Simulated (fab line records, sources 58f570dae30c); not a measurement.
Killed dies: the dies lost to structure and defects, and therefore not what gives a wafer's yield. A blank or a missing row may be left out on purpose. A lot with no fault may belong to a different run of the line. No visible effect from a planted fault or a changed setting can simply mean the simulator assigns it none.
Which of the tools did it? ; flow berkeley_cmos170 ; 7 lots with 21 wafers sampled at 5 steps, on a route of 331 steps

== WHAT THE GAUGES SHOWED, per wafer ==
UCB170_SDANNEAL_RS_MEAS_02: the measuring method here is four-point-probe.
lot;measured;on;PSD_RS (ohm/sq)
L901;day 6 11:09;film_metro-01;75.36 75.69 75.59
L902;day 7 03:50;film_metro-01;75.55 75.66 75.51
L908;day 8 11:17;film_metro-01;63.93 63.94 63.69
L911;day 8 22:17;film_metro-03;63.61 63.73 63.61
L917;day 10 15:50;film_metro-01;75.67 75.70 75.61
L919;day 10 15:29;film_metro-03;75.67 75.14 75.03
L921;day 11 09:53;film_metro-03;75.73 75.30 75.72

== WHICH TOOL RAN EACH LOT (tool, then ch and the chambers of the sampled wafers, then the start) ==
lot;UCB170_GATE_ETCH_14;UCB170_PSD_IMPLANT_08;UCB170_PSD_STRIP_09;UCB170_SDANNEAL_RTA_00
L901;rie_diel-04 ch 2,3, day 5 17:17;implanter-03 ch 0, day 6 07:59;plasma_asher-01 ch 0,1, day 6 08:05;rtp_anneal-01 ch 0, day 6 11:00
L902;rie_diel-04 ch 1,3, day 6 12:08;implanter-01 ch 0, day 6 23:46;plasma_asher-04 ch 0,1, day 6 23:55;rtp_anneal-01 ch 0, day 7 03:40
L908;rie_diel-02 ch 2,3, day 7 19:34;implanter-04 ch 0, day 8 08:11;plasma_asher-03 ch 0,1, day 8 08:19;rtp_anneal-01 ch 0, day 8 11:09
L911;rie_diel-01 ch 1,2, day 8 08:28;implanter-04 ch 0, day 8 16:09;plasma_asher-03 ch 0,1, day 8 16:18;rtp_anneal-01 ch 0, day 8 22:08
L917;rie_diel-01 ch 0,1,2, day 10 00:38;implanter-01 ch 0, day 10 10:50;plasma_asher-01 ch 0,1, day 10 10:58;rtp_anneal-01 ch 0, day 10 15:30
L919;rie_diel-01 ch 0,1,3, day 10 01:11;implanter-03 ch 0, day 10 11:05;plasma_asher-04 ch 0,1, day 10 11:14;rtp_anneal-02 ch 0, day 10 15:22
L921;rie_diel-02 ch 0,3, day 10 21:25;implanter-03 ch 0, day 11 06:54;plasma_asher-04 ch 0,1, day 11 07:02;rtp_anneal-02 ch 0, day 11 09:45
- UCB170_GATE_ETCH_14: etches BARC in N2/H2.
- UCB170_PSD_IMPLANT_08
- UCB170_PSD_STRIP_09: strips in O2.
- UCB170_SDANNEAL_RTA_00: time 10 s.

== THE ANSWER, worked out from the rows above alone ==
Rule: usual is defined by the lots themselves. The widest of any qualifying gaps counts: lots, ordered by their means at a reading, are off when they make up no more than a third of the lots, leave a main group of 4 or more, and stand apart from it by 3 or more times the standard deviation of that group's means. If all means in a main group match to the digits the tables above print for the reading, that group is not used. Also off: a lot with no number at a reading for which 4 or more lots have one. The other lots that the step has rows for count as sound.
Off: L908, L911, seen at UCB170_SDANNEAL_RS_MEAS_02 (PSD_RS). For the main group the mean is 75.53 ohm/sq and the standard deviation 0.13.
If a tool, at a process step before that reading, ran all the lots that are off and no sound lot after the first of them, it fits. The gauges at UCB170_SDANNEAL_RS_MEAS_02 are tried like those tools. Can't be told from this: 2 tools fit, implanter-04 at UCB170_PSD_IMPLANT_08, plasma_asher-03 at UCB170_PSD_STRIP_09.

== WHAT THE SIMULATOR HAD INSERTED ==
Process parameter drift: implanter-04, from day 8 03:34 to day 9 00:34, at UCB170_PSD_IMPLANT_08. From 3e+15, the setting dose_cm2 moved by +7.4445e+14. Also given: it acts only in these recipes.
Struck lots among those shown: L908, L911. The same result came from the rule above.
